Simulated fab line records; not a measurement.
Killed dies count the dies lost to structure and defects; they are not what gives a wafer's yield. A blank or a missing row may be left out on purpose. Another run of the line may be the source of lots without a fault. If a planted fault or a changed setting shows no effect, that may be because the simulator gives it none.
Which tool was responsible? / flow rit-cmos / 15 lots with 45 wafers sampled at 2 steps, on a route of 202 steps

== WHAT EACH GAUGE READ, for each wafer ==
RIT_NWELL_OVL_MEAS_06.
lot=L551; measured=day 2 02:08; on=overlay-02; NWELL_OVL (nm)=-0.1 -2.2 0.1
lot=L555; measured=day 2 17:41; on=overlay-02; NWELL_OVL (nm)=2.9 2.6 2.8
lot=L556; measured=day 2 22:17; on=overlay-02; NWELL_OVL (nm)=4.6 4.2 4.1
lot=L558; measured=day 3 09:13; on=overlay-02; NWELL_OVL (nm)=-0.3 0.2 -0.6
lot=L559; measured=day 3 14:00; on=overlay-02; NWELL_OVL (nm)=2.0 1.0 -0.6
lot=L560; measured=day 3 18:08; on=overlay-02; NWELL_OVL (nm)=2.3 2.4 1.6
lot=L561; measured=day 4 00:52; on=overlay-02; NWELL_OVL (nm)=-0.1 2.9 1.6
lot=L562; measured=day 4 06:11; on=overlay-02; NWELL_OVL (nm)=0.4 0.6 2.5
lot=L563; measured=day 4 09:33; on=overlay-02; NWELL_OVL (nm)=2.4 2.4 2.7
lot=L566; measured=day 5 01:35; on=overlay-01; NWELL_OVL (nm)=1.2 2.4 0.9
lot=L567; measured=day 5 04:55; on=overlay-01; NWELL_OVL (nm)=1.8 1.2 3.2
lot=L570; measured=day 5 19:55; on=overlay-01; NWELL_OVL (nm)=1.4 2.6 3.8
lot=L572; measured=day 6 06:08; on=overlay-01; NWELL_OVL (nm)=-180.8 -177.5 -178.9
lot=L573; measured=day 6 10:36; on=overlay-02; NWELL_OVL (nm)=-179.3 -180.1 -180.5
lot=L574; measured=day 6 15:13; on=overlay-01; NWELL_OVL (nm)=-178.1 -178.0 -175.9

== WHICH TOOL RAN EACH LOT (tool, then ch and the chambers of the sampled wafers, then the start) ==
lot=L551; RIT_NWELL_EXPOSE_03=iline-stepper-01 ch 0, day 2 01:44
lot=L555; RIT_NWELL_EXPOSE_03=iline-stepper-01 ch 0, day 2 17:17
lot=L556; RIT_NWELL_EXPOSE_03=iline-stepper-02 ch 0, day 2 21:39
lot=L558; RIT_NWELL_EXPOSE_03=iline-stepper-01 ch 0, day 3 08:48
lot=L559; RIT_NWELL_EXPOSE_03=iline-stepper-01 ch 0, day 3 13:35
lot=L560; RIT_NWELL_EXPOSE_03=iline-stepper-02 ch 0, day 3 17:43
lot=L561; RIT_NWELL_EXPOSE_03=iline-stepper-01 ch 0, day 4 00:26
lot=L562; RIT_NWELL_EXPOSE_03=iline-stepper-02 ch 0, day 4 05:45
lot=L563; RIT_NWELL_EXPOSE_03=iline-stepper-02 ch 0, day 4 09:08
lot=L566; RIT_NWELL_EXPOSE_03=iline-stepper-02 ch 0, day 5 01:10
lot=L567; RIT_NWELL_EXPOSE_03=iline-stepper-02 ch 0, day 5 04:30
lot=L570; RIT_NWELL_EXPOSE_03=iline-stepper-01 ch 0, day 5 19:29
lot=L572; RIT_NWELL_EXPOSE_03=iline-stepper-01 ch 0, day 6 05:43
lot=L573; RIT_NWELL_EXPOSE_03=iline-stepper-01 ch 0, day 6 10:11
lot=L574; RIT_NWELL_EXPOSE_03=iline-stepper-01 ch 0, day 6 14:47
- RIT_NWELL_EXPOSE_03: exposes mask M2, target cd 43900 nm.

== WHAT THE TOOLS THEMSELVES READ (means of the sampled wafers that have a number; where no wafer has one, the mark that the record gives instead) ==
The record holds no such reading with a usual standard deviation.

== THE ANSWER, worked out from the rows above alone ==
Rule: usual is defined by the lots themselves. Put in order of their means at a reading, lots are off if they are a third of the lots or fewer, leave a main group of 4 or more, and stand apart from it by a gap of 3 or more times the standard deviation of the main group's means; of several such gaps the widest counts. A main group is skipped when, at the precision printed for the reading in the tables above, its means are all equal. Also off: a lot with no number at a reading for which 4 or more lots have one. The other lots that the step has rows for count as sound. The gauges are gone through in route order, then the tools' own readings, and for those a lot's mean is taken as printed above. The first step at which some lot is off is used, and at that step the reading that is off furthest; a lot without a number counts as furthest.
Off: at RIT_NWELL_OVL_MEAS_06 (NWELL_OVL), L572, L573, L574. The main group: mean 1.7 nm, standard deviation 1.3.
A tool fits if, at a process step before that reading, it ran every lot that is off, and no sound lot after the first of them. The gauges at RIT_NWELL_OVL_MEAS_06 are tried like those tools. One candidate fits, namely iline-stepper-01 at RIT_NWELL_EXPOSE_03. A fault onset in the window from L570 (day 5 19:29, its last sound lot) to L572 (day 6 05:43, its first lot off) fits.

== WHAT WAS PUT IN BY THE SIMULATOR ==
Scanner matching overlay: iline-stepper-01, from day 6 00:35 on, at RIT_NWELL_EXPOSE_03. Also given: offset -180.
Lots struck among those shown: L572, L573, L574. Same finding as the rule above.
